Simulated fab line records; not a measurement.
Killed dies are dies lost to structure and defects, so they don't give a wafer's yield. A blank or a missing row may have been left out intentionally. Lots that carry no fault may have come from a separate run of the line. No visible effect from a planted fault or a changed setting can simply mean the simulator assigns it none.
Struck lot and sound lot, side by side -- flow ritCmos -- 15 steps out of a route of 202
Sound: these wafers, L502.1, L502.5, L502.6. Struck: wafers L507.2, L507.4, L507.5. At the end, the cause is stated.
Per side, at each step with rows, come the tool, then ch with its chambers, and then its first start. Under that, the readings that differ: sound wafers -- struck wafers -- difference of the means -- sigmas: that difference in standard deviations of wafers without a fault.
alike: same words and numbers on both sides, and readings whose means sit less than 2 such deviations apart. not compared: any withheld reading, any reading some wafer has no value for, any bound like >300 that may hide the same value, and any number with overlapping values for which the record gives no deviation.
Wherever a step has rows on one side only, a row that says differs or no value, or a row with sigmas, the two part there. Numbers that have no deviation but don't overlap get no sigmas and don't part them. Lack of a reading on every wafer of one side parts them only where that side has two or more wafers.

first, 1 step without rows for these wafers: RIT_PWELL_DEVELOP_05 (develop time 68 s).
RIT_PWELL_OVL_MEAS_06:
  sound: overlay-01 at day 4 16:13; struck: overlay-01 at day 5 18:42
  alike: PWELL_OVL
then, 2 steps without rows for these wafers: RIT_PWELL_HARDBAKE_07 (time 120 s); RIT_PWELL_IMPLANT_08.
RIT_PWELL_STRIP_09: strips in O2, time 180 s.
  sound on plasmaAsher-02 ch 0,1, day 4 16:39; struck on plasmaAsher-02 ch 0,1, day 5 19:08
  alike: drypumpMotorCurrentA, rfReflPowerW
  not compared: rfHoursCounterH
RIT_PWELL_TW_MEAS_10:
  sound: filmMetro-02 at day 4 16:50; struck: filmMetro-04 at day 5 19:19
  alike: PWELL_TW
then, 1 step without rows for these wafers: RIT_WELLDRIVE_ANNEAL_00 (time 14700 s).
RIT_WELLDRIVE_RS_MEAS_01: measurement is done with a four-point probe.
  sound: filmMetro-01 at day 4 21:58; struck: filmMetro-02 at day 6 00:28
reading,sound,struck,difference,sigmas
NWELL_RS (ohm/sq),277.0 276.6 277.3,274.7 275.1 274.9,-2.1,-2
RIT_WELLDRIVE_RS_MEAS_02: measurement is done with a four-point probe.
  sound: filmMetro-01 at day 4 22:05; struck: filmMetro-02 at day 6 00:35
reading,sound,struck,difference,sigmas
PWELL_RS (ohm/sq),431.5 430.8 430.3,427.7 428.8 427.2,-3.0,-2
then, 3 steps without rows for these wafers: RIT_NRETRO_HMDS_00 (prime time 60 s); RIT_NRETRO_COAT_01 (resist thk 1300 nm); RIT_NRETRO_SOFTBAKE_02 (time 60 s).
RIT_NRETRO_EXPOSE_03: exposes mask M4, target cd 43900 nm.
  sound on ilineStepper-02 ch 0, day 4 22:50; struck on ilineStepper-01 ch 0, day 6 01:17
reading,sound,struck,difference,sigmas
model.NRETRO.overlayXNm (nm),0.2988 0.2988 0.2988,1.638 1.638 1.638,+1.339,
  alike: mask
then, 1 step without rows for these wafers: RIT_NRETRO_PEB_04.
RIT_M1_PROBE_99:
  the record holds rows for the sound wafers here (prober-01, day 6 05:14) but none for the struck ones

WHERE THEY PART
Last at RIT_M1_PROBE_99 as far as this record goes, first at RIT_WELLDRIVE_RS_MEAS_01.

WHY: what had been put in by the simulator
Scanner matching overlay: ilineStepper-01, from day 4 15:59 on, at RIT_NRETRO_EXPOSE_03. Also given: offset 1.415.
